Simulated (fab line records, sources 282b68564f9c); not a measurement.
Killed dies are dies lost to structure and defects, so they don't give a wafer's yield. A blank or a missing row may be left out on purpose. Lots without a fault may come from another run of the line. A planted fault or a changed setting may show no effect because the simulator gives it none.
A struck lot beside a sound one | flow rit_cmos | 18 steps out of a route of 202
Sound: wafers L721.2, L721.3, L721.4. Struck: wafers L734.2, L734.3, L734.5. The cause comes at the end.
At each step with rows: each side's tool, then ch and its chambers, then its first start. Under that, the readings that differ: sound wafers | struck wafers | difference of the means | sigmas: that difference in standard deviations of wafers without a fault.
alike: readings whose means differ by less than 2 such deviations, and words and numbers that are the same on both sides. not compared: withheld readings, readings that some wafer has no value for, bounds like >300 that may hide the same value, and numbers for which the record gives no deviation and whose values overlap.
The two part at a step that has a row with sigmas, a row that says differs or no value, or rows on one side only. Numbers that don't overlap but have no deviation are shown without sigmas and don't part them. A reading that every wafer of one side lacks parts them only if that side has two wafers or more.

first, 4 steps without rows for these wafers: RIT_NSD_SOFTBAKE_02 (time 60 s); RIT_NSD_EXPOSE_03 (exposes mask M9, target cd 40700 nm); RIT_NSD_PEB_04; RIT_NSD_DEVELOP_05 (develop time 50 s).
RIT_NSD_OVL_MEAS_06:
  sound on overlay-02, day 4 15:29; struck on overlay-01, day 7 08:19
  alike: NSD_OVL
then, 2 steps without rows for these wafers: RIT_NSD_HARDBAKE_07 (time 60 s); RIT_NSD_IMPLANT_08.
RIT_NSD_STRIP_09: strips in O2, time 180 s.
  sound on plasma_asher-03 ch 0,1, day 4 15:49; struck on plasma_asher-03 ch 0,1, day 7 08:39
  alike: drypump_motor_current_A
  not compared: rf_hours_counter_h
RIT_NSD_TW_MEAS_10:
  sound on film_metro-03, day 4 16:00; struck on film_metro-01, day 7 08:50
  alike: NSD_TW
then, 3 steps without rows for these wafers: RIT_PSD_HMDS_00 (prime time 60 s); RIT_PSD_COAT_01 (resist thk 1000 nm); RIT_PSD_SOFTBAKE_02 (time 60 s).
RIT_PSD_EXPOSE_03: exposes mask M10, target cd 40900 nm.
  sound on iline_stepper-02 ch 0, day 4 16:31; struck on iline_stepper-01 ch 0, day 7 09:21
  reading                     | sound             | struck      | difference | sigmas
  model.PSD.overlay_x_nm (nm) | 1.759 1.759 1.759 | 130 130 130 | +128       |
  alike: mask
then, 2 steps without rows for these wafers: RIT_PSD_PEB_04; RIT_PSD_DEVELOP_05 (develop time 50 s).
RIT_PSD_OVL_MEAS_06:
  sound on overlay-01, day 4 16:55; struck on overlay-02, day 7 09:44
  reading      | sound       | struck            | difference | sigmas
  PSD_OVL (nm) | 0.4 0.8 1.1 | 129.4 130.6 128.7 | +128.8     | +99 or more
then, 1 step without rows for these wafers: RIT_PSD_HARDBAKE_07 (time 60 s).
RIT_M1_PROBE_99:
  sound on prober-02, day 5 01:20; struck on prober-01, day 7 18:02
  reading                                                 | sound                | struck              | difference | sigmas
  model.etest.select_edge_diode_p.leak_log10_a (angstrom) | -10.22 -10.48 -10.69 | -9.658 -10.02 -9.87 | +0.614     |
  alike: killed_at_contacts, killed_at_front_end, killed_dies, killed_on_rim, killed_open, killed_short

WHERE THEY PART
Only at RIT_PSD_OVL_MEAS_06, within this record. Later steps at which nothing parts them and some readings are alike: RIT_M1_PROBE_99.

WHY: what the simulator had put in
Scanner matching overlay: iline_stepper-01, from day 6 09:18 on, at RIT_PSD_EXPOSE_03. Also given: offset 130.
